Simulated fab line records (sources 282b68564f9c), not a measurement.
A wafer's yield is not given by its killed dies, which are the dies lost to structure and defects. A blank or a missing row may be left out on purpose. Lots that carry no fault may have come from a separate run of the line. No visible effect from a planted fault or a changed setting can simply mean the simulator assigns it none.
Struck lot and sound lot, side by side | flow ritCmos | 43 out of 202 route steps
Sound: the wafers L677.1, L677.2, L677.4. Struck: wafers L684.1, L684.4, L684.5. The cause comes at the end.
For every step that has rows: the tool of each side, followed by ch and its chambers, followed by its first start. Under that, the readings that differ: sound wafers | struck wafers | difference of the means | sigmas: that difference in standard deviations of wafers without a fault.
alike: readings whose means differ by less than 2 such deviations, and words and numbers that are the same on both sides. not compared: withheld readings, readings that some wafer has no value for, bounds like >300 that may hide the same value, and numbers for which the record gives no deviation and whose values overlap.
A row with sigmas, a row that says differs or no value, or rows on one side alone: a step with any of these is where the two part. Numbers that have no deviation but don't overlap get no sigmas and don't part them. Lack of a reading on every wafer of one side parts them only where that side has two or more wafers.

first, 3 steps without rows for these wafers: RIT_SDANNEAL_CLEAN_00 (cleans in SC1, time 600 s); RIT_SDANNEAL_CLEAN_01 (cleans in dHF, time 30 s); RIT_SDANNEAL_CLEAN_02 (cleans in SC2, time 600 s).
RIT_SDANNEAL_RTA_03: time 5 s.
  sound on rtpAnneal-02 ch 0, day 3 18:10; struck on rtpAnneal-01 ch 0, day 5 00:52
  alike: rampUpCPerS, wafer_temp_C_max
RIT_SDANNEAL_RS_MEAS_04: measures by four-point-probe.
  sound on filmMetro-02, day 3 18:14; struck on filmMetro-01, day 5 00:56
  alike: PSD_RS
RIT_SDANNEAL_RS_MEAS_05: measures by four-point-probe.
  sound on filmMetro-02, day 3 18:21; struck on filmMetro-01, day 5 01:03
  alike: NSD_RS
RIT_SDANNEAL_RS_MEAS_06: measures by four-point-probe.
  sound on filmMetro-02, day 3 18:28; struck on filmMetro-01, day 5 01:10
  alike: PLDD_RS
RIT_SDANNEAL_RS_MEAS_07: measures by four-point-probe.
  sound on filmMetro-02, day 3 18:35; struck on filmMetro-01, day 5 01:17
  alike: NLDD_RS
then, 2 steps without rows for these wafers: RIT_SILICIDE_WET_ETCH_00 (etches SiO2 in BOE, target depth 14 nm, time 15 s); RIT_SILICIDE_SPUTTER_01 (material Ti, target thk 30 nm, time 240 s).
RIT_SILICIDE_RS_MEAS_02: measures by four-point-probe.
  sound on filmMetro-04, day 3 18:52; struck on filmMetro-02, day 5 01:35
  alike: SILICIDE_TI_RS
RIT_SILICIDE_THK_MEAS_03: measures by xrf.
  sound on filmMetro-04, day 3 18:59; struck on filmMetro-02, day 5 01:42
reading              | sound          | struck         | difference | sigmas
SILICIDE_TI_THK (nm) | 29.6 29.4 29.7 | 30.3 30.2 30.5 | +0.8       | +2
RIT_SILICIDE_RTA_04: time 10 s, ramp up 5 s, ramp down 5 s.
  sound on rtpAnneal-01 ch 0, day 3 19:03; struck on rtpAnneal-02 ch 0, day 5 01:46
  alike: wafer_temp_C_max
then, 1 step without rows for these wafers: RIT_SILICIDE_WET_ETCH_05 (etches Ti in SPM, time 120 s).
RIT_SILICIDE_RTA_06: time 10 s, ramp up 5 s, ramp down 10 s.
  sound on rtpAnneal-02 ch 0, day 3 19:10; struck on rtpAnneal-01 ch 0, day 5 01:55
  alike: wafer_temp_C_max
then, 1 step without rows for these wafers: RIT_CONTACT_CVD_00 (deposits SiO2 from TEOS, target thk 400 nm, time 61 s).
RIT_CONTACT_THK_MEAS_01:
  sound on filmMetro-04, day 3 19:17; struck on filmMetro-01, day 5 02:02
  alike: CONTACT_TEOS_THK
then, 6 steps without rows for these wafers: RIT_CONTACT_HMDS_02 (prime time 60 s); RIT_CONTACT_COAT_03 (resist thk 1000 nm); RIT_CONTACT_SOFTBAKE_04 (time 60 s); RIT_CONTACT_EXPOSE_05 (exposes mask M11, target cd 1000 nm); RIT_CONTACT_PEB_06; RIT_CONTACT_DEVELOP_07 (develop time 123 s).
RIT_CONTACT_CD_MEAS_08 targets a cd of 1000 nm.
  sound on cdSem-02, day 3 20:19; struck on cdSem-02, day 5 03:11
  alike: cdNm
RIT_CONTACT_OVL_MEAS_09:
  sound on overlay-01, day 3 20:26; struck on overlay-01, day 5 03:18
  alike: CONTACT_OVL
then, 1 step without rows for these wafers: RIT_CONTACT_HARDBAKE_10 (time 60 s).
RIT_CONTACT_ETCH_11: etches SiO2 in CHF3/CF4/Ar, stops on TiSi2, target depth 480 nm, time 320 s.
  sound on rieDiel-04 ch 0,1,3, day 3 20:37; struck on rieDiel-03 ch 1,2,3, day 5 03:29
  alike: drypumpMotorCurrentA, oesProductAu, throttleValvePct
  not compared: rfHoursCounterH
RIT_CONTACT_STRIP_12: strips in O2, time 180 s.
  sound on plasmaAsher-01 ch 0,1, day 3 20:49; struck on plasmaAsher-01 ch 0,1, day 5 03:41
  alike: drypumpMotorCurrentA
  not compared: rfHoursCounterH
RIT_CONTACT_CD_MEAS_90 targets a cd of 1000 nm.
  sound on cdSem-02, day 3 20:59; struck on cdSem-02, day 5 03:52
  alike: cdNm
then, 2 steps without rows for these wafers: RIT_CONTACT_CLEAN_13 (cleans in SC1, time 600 s); RIT_CONTACT_CLEAN_14 (cleans in SC2, time 600 s).
RIT_M1_SPUTTER_00: material Al, target thk 400 nm, time 500 s.
  sound on pvdSputter-02, day 3 21:27; struck on pvdSputter-03, day 5 04:41
  alike: throttleValvePct
RIT_M1_RS_MEAS_01: measures by four-point-probe.
  sound on filmMetro-02, day 3 21:45; struck on filmMetro-01, day 5 04:58
  alike: M1_AL_RS
RIT_M1_THK_MEAS_02: measures by xrf.
  sound on filmMetro-02, day 3 21:52; struck on filmMetro-01, day 5 05:05
  alike: M1_AL_THK
then, 6 steps without rows for these wafers: RIT_M1_HMDS_03 (prime time 60 s); RIT_M1_COAT_04 (resist thk 1300 nm); RIT_M1_SOFTBAKE_05 (time 60 s); RIT_M1_EXPOSE_06 (exposes mask M12, target cd 2600 nm); RIT_M1_PEB_07; RIT_M1_DEVELOP_08 (develop time 68 s).
RIT_M1_CD_MEAS_09 targets a cd of 2600 nm.
  sound on cdSem-01, day 3 22:56; struck on cdSem-02, day 5 06:16
  alike: cdNm
RIT_M1_OVL_MEAS_10:
  sound on overlay-01, day 3 23:03; struck on overlay-02, day 5 06:23
  alike: M1_OVL
RIT_M1_PROBE_99:
  sound on prober-02, day 4 01:35; struck on prober-01, day 5 09:01
reading                           | sound             | struck            | difference | sigmas
model.etest.contactPplus.endOhmUm | 42.53 42.18 42.67 | 49.5 50.37 49.43  | +7.3       | 
model.etest.contactNplus.endOhmUm | 41.38 41.54 42.71 | 44.41 44.49 44.79 | +2.69      | 
model.etest.npolyLine.rsOhmSq     | 17.02 17.08 16.93 | 16.03 15.99 15.86 | -1.05      | 
model.etest.ppolyLine.rsOhmSq     | 16.57 16.58 16.32 | 15.51 15.5 15.47  | -1.00      | 
model.etest.npolySal.rsOhmSq      | 4.321 4.41 4.345  | 4.064 4.045 4.064 | -0.301     | 
model.etest.ppolySal.rsOhmSq      | 4.308 4.341 4.327 | 4.003 4.021 4.062 | -0.297     | 
model.etest.pplusSal.rsOhmSq      | 4.318 4.357 4.283 | 4.067 3.996 4.09  | -0.268     | 
model.etest.nplusSal.rsOhmSq      | 4.307 4.353 4.291 | 4.026 3.967 4.049 | -0.303     | 
  alike: killedAtFrontEnd, killedDies, killedOpen, killedShort

## WHERE THEY PART
Within this record, at RIT_SILICIDE_THK_MEAS_03 only. Later steps at which nothing parts them and some readings are alike: RIT_SILICIDE_RTA_04, RIT_SILICIDE_RTA_06, RIT_CONTACT_THK_MEAS_01, RIT_CONTACT_CD_MEAS_08, RIT_CONTACT_OVL_MEAS_09, RIT_CONTACT_ETCH_11, RIT_CONTACT_STRIP_12, RIT_CONTACT_CD_MEAS_90, RIT_M1_SPUTTER_00, RIT_M1_RS_MEAS_01, RIT_M1_THK_MEAS_02, RIT_M1_CD_MEAS_09, RIT_M1_OVL_MEAS_10, RIT_M1_PROBE_99.

WHY: what the simulator had put in
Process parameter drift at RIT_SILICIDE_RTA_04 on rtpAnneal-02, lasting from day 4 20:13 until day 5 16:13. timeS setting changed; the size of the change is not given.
